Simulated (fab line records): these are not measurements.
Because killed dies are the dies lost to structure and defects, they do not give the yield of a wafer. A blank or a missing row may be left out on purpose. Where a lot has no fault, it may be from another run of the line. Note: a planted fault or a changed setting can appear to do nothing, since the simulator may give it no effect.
Lot-split experiment	flow berkeley_cmos170	23 wafers read from 5 lots, route of 331 steps

== SPLIT DETAILS ==
At UCB170_PSD_IMPLANT_08, the setting energy_kev was moved away from the recipe's 20 on 11 of the 23 wafers read, by -3.7% to +4.8%. This setting was run at the recipe's value on the other wafers.

== FROM THE SPLIT TO THE READING: what the file shows between them, 1 step ==
- UCB170_PSD_STRIP_09: strips in O2

== THE READING ==
PSD_TW, at UCB170_PSD_TW_MEAS_10. A value of 2321 with a standard deviation of 12 is what fault-free wafers of this fab line usually give.

wafer	tool, chamber at the split	energy_kev as run	against the recipe	PSD_TW	against lot-mates on the recipe
L077.2	implanter-02, 0	20	recipe	2299	-
L077.3	implanter-02, 0	20	recipe	2322	-
L077.4	implanter-02, 0	20	recipe	2295	-
L077.5	implanter-02, 0	20.88	+4.4%	2338	+33
L077.6	implanter-02, 0	20.88	+4.4%	2328	+23
L074.1	implanter-01, 0	20.96	+4.8%	2346	+20
L074.2	implanter-01, 0	20	recipe	2331	-
L074.3	implanter-01, 0	20.96	+4.8%	2349	+22
L074.4	implanter-01, 0	20.96	+4.8%	2356	+30
L074.5	implanter-01, 0	20	recipe	2322	-
L082.1	implanter-02, 0	19.26	-3.7%	2324	-26
L082.2	implanter-02, 0	20	recipe	2349	-
L082.3	implanter-02, 0	19.26	-3.7%	2321	-30
L082.4	implanter-02, 0	19.26	-3.7%	2328	-22
L082.6	implanter-02, 0	20	recipe	2352	-
L083.1	implanter-01, 0	20.37	+1.8%	2327	+20
L083.2	implanter-01, 0	20	recipe	2309	-
L083.3	implanter-01, 0	20.37	+1.8%	2306	-2
L083.4	implanter-01, 0	20	recipe	2306	-
L083.5	implanter-01, 0	20.37	+1.8%	2325	+18
L084.1	implanter-02, 0	20	recipe	2313	-
L084.3	implanter-02, 0	20	recipe	2316	-
L084.5	implanter-02, 0	20	recipe	2319	-

FIT RESULTS
A straight line over all 23 wafers: PSD_TW changes by +2.79 for each +1% of energy_kev; r = +0.42; the points scatter about the line by 16.
The same after taking each lot's own level away (the mean of its wafers on the recipe; 23 wafers): +6.03 for each +1%; r = +0.92; scatter 6.9.
The reading moves by 29 for the largest change in energy_kev, on that fit.
The span of the lots' own levels, 2305.3 to 2350.5, comes to 3.8 times the standard deviation stated above.
So the lot-to-lot level blurs the effect unless lot-mates are compared.
Check: +29.5 against its lot-mates is what the line predicts for one of the wafers moved furthest among these (+4.8%) when that wafer is left out of the fit. Against them it came out at +19.5.

== OTHER SPLITS APPLIED TO THESE WAFERS ==
Other splits were also applied to these wafers ahead of the reading. Each is held against what the fit with the lots' levels taken away leaves over:
other split on the same wafers	wafers away from the commonest value	r with PSD_TW (lot level and that fit taken away)
UCB170_PSD_PEB_04 peb_temp_c	9	+0.02

== THE WHOLE CHAIN: every reading that the file lists as answering this split, in the file's order ==
step	what it does	reading	change (the file's fit)	r (the file's)
UCB170_PSD_IMPLANT_08		implant.rp_nm (the simulator's own value, which no gauge read)	+0.648 nm for each +1% of the setting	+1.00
UCB170_PSD_IMPLANT_08		implant.drp_nm (the simulator's own value, which no gauge read)	+0.217 nm for each +1% of the setting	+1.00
UCB170_PSD_STRIP_09	strips in O2	strip_time_to_endpoint_s	withheld for each +1% of the setting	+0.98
UCB170_PSD_TW_MEAS_10		PSD_TW	+5.97 for each +1% of the setting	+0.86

== FILE'S OWN FIT ==
PSD_TW changes by +5.97 for each +1% of energy_kev, r = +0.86.
